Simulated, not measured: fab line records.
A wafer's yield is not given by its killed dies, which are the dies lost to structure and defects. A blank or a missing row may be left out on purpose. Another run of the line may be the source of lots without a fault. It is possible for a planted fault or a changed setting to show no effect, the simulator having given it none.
A struck lot beside a sound one || flow berkeley cmos170 || 14 steps out of a route of 331
Sound: the wafers L406.1, L406.2, L406.6. The struck wafers were L402.2, L402.3, L402.4. Last of all comes the cause.
Per side, at each step with rows, come the tool, then ch with its chambers, and then its first start. Under that, the readings that differ: sound wafers || struck wafers || difference of the means || sigmas: that difference in standard deviations of wafers without a fault.
alike: readings whose means differ by less than 2 such deviations, and words and numbers that are the same on both sides. not compared: withheld readings, readings that some wafer has no value for, bounds like >300 that may hide the same value, and numbers for which the record gives no deviation and whose values overlap.
A row with sigmas, a row that says differs or no value, or rows on one side alone: a step with any of these is where the two part. When numbers do not overlap yet have no deviation, they are printed without sigmas and do not part them. Lack of a reading on every wafer of one side parts them only where that side has two or more wafers.

first, 1 step without rows for these wafers: UCB170_M2_PRE_CLEAN_00 (preclean etch time 60 s).
UCB170_M2_SPUTTER_01: material Al, target thk 900 nm, time 120 s.
  sound on pvd sputter-01, day 11 10:52; struck on pvd sputter-01, day 9 23:46
  alike: throttle valve pct
UCB170_M2_RS_MEAS_02: uses a four-point probe to measure.
  sound on film metro-01, day 11 10:57; struck on film metro-01, day 9 23:52
  alike: M2_AL_RS
UCB170_M2_THK_MEAS_03: measures by xrf.
  sound on film metro-01, day 11 11:04; struck on film metro-01, day 9 23:58
  alike: M2_AL_THK
then, 3 steps without rows for these wafers: UCB170_M2_HMDS_04 (prime time 60 s); UCB170_M2_COAT_05 (resist thk 900 nm); UCB170_M2_SOFTBAKE_06 (time 60 s).
UCB170_M2_STRIP_07: strips in O2.
  sound on plasma asher-02 ch 0,1, day 11 12:28; struck on plasma asher-03 ch 0,1, day 10 00:28
  alike: drypump motor current A, oes product au, strip time to endpoint s
  not compared: rf hours counter h
then, 4 steps without rows for these wafers: UCB170_M2_STRIP_08 (strips KrF in DMSO, time 600 s); UCB170_M2_COAT_09; UCB170_M2_COAT_10 (resist thk 900 nm); UCB170_M2_SOFTBAKE_11 (time 60 s).
UCB170_M2_EXPOSE_12: exposes mask METAL2, target cd 700 nm.
  sound on krf scanner-01 ch 0, day 11 13:49; struck on krf scanner-01, day 10 01:34
  no value came back on the struck wafers for exposure dose mJ cm2, focus offset nm (nm); on the sound wafers exposure dose mJ cm2 reads 26.02 26.03 26.04
  alike: mask
next, for these wafers, 1 step has no rows: UCB170_M2_PEB_13.

WHERE THEY PART
Within this record, at UCB170_M2_EXPOSE_12 only.

WHY: what the simulator had put in
Entire step skipped (krf scanner-01, UCB170_M2_EXPOSE_12), from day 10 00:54 onward. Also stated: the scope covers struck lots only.
